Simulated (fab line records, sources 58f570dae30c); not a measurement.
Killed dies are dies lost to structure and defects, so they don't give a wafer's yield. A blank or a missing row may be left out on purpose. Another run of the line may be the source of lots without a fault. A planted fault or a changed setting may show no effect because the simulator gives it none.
Lot-split experiment + flow berkeley cmos170 + 23 wafers read across 5 lots, on a route 331 steps long

SPLIT DETAILS
At UCB170_PLDD_EXPOSE_03 (exposes mask PSELECT, target cd 1200 nm), the setting dose mj was moved away from the recipe's 30 on 10 of the 23 wafers read, by -6.5% to +5.2%. All remaining wafers had this setting at the recipe value.

FROM THE SPLIT TO THE READING: what the file shows between them, 2 steps
- UCB170_PLDD_PEB_04
- UCB170_PLDD_DEVELOP_05: develop time 45 s

THE READING
cd nm, in nm, at UCB170_PLDD_CD_MEAS_06 (target cd 1200 nm). Typical for fault-free wafers on this fab line: 1199.5 nm, with standard deviation 1.9 nm.

| wafer  | tool, chamber at the split | dose mj as run | against the recipe | cd nm, nm | against lot-mates on the recipe |
|--------|----------------------------|----------------|--------------------|-----------|---------------------------------|
| L074.2 | krf scanner-01, 0          | 30             | recipe             | 1198.2    | -                               |
| L074.3 | krf scanner-01, 0          | 30             | recipe             | 1196.0    | -                               |
| L074.4 | krf scanner-01, 0          | 30.97          | +3.2%              | 1202.7    | +5.7                            |
| L074.5 | krf scanner-01, 0          | 30             | recipe             | 1196.7    | -                               |
| L074.6 | krf scanner-01, 0          | 30.97          | +3.2%              | 1202.1    | +5.1                            |
| L076.1 | krf scanner-02, 0          | 30             | recipe             | 1199.3    | -                               |
| L076.2 | krf scanner-02, 0          | 31.55          | +5.2%              | 1209.1    | +9.1                            |
| L076.3 | krf scanner-02, 0          | 31.55          | +5.2%              | 1208.9    | +8.9                            |
| L076.4 | krf scanner-02, 0          | 30             | recipe             | 1201.7    | -                               |
| L076.5 | krf scanner-02, 0          | 30             | recipe             | 1199.1    | -                               |
| L079.3 | krf scanner-01, 0          | 30             | recipe             | 1202.3    | -                               |
| L079.4 | krf scanner-01, 0          | 30             | recipe             | 1202.1    | -                               |
| L079.6 | krf scanner-01, 0          | 30             | recipe             | 1200.2    | -                               |
| L078.1 | krf scanner-01, 0          | 30             | recipe             | 1196.7    | -                               |
| L078.3 | krf scanner-01, 0          | 28.06          | -6.5%              | 1183.5    | -12.9                           |
| L078.4 | krf scanner-01, 0          | 28.06          | -6.5%              | 1183.8    | -12.6                           |
| L078.5 | krf scanner-01, 0          | 30             | recipe             | 1196.1    | -                               |
| L078.6 | krf scanner-01, 0          | 28.06          | -6.5%              | 1186.2    | -10.2                           |
| L084.2 | krf scanner-02, 0          | 30             | recipe             | 1201.9    | -                               |
| L084.3 | krf scanner-02, 0          | 28.07          | -6.4%              | 1191.4    | -10.8                           |
| L084.4 | krf scanner-02, 0          | 28.07          | -6.4%              | 1191.3    | -10.9                           |
| L084.5 | krf scanner-02, 0          | 28.07          | -6.4%              | 1190.2    | -12.0                           |
| L084.6 | krf scanner-02, 0          | 30             | recipe             | 1202.4    | -                               |

FIT RESULTS
A straight line over all 23 wafers: cd nm changes by +1.74 nm for each +1% of dose mj; r = +0.92; the points scatter about the line by 2.7 nm.
The same after taking each lot's own level away (the mean of its wafers on the recipe; 23 wafers): +1.77 nm for each +1%; r = +0.99; scatter 0.87 nm.
The reading moves by 11 nm for the largest change in dose mj, on that fit.
From 1196.40 to 1202.15 nm: that is the span of the lots' own levels, equal to 3.0 times the standard deviation above.
The two slopes agree, so the slope changes little with the lot-to-lot level.
Check: -11.3 nm against its lot-mates is what the line predicts for one of the wafers moved furthest among these (-6.5%) when that wafer is left out of the fit. It came out at -12.9 nm against them.

FILE'S OWN FIT
cd nm changes by +1.77 nm for each +1% of dose mj, r = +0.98.
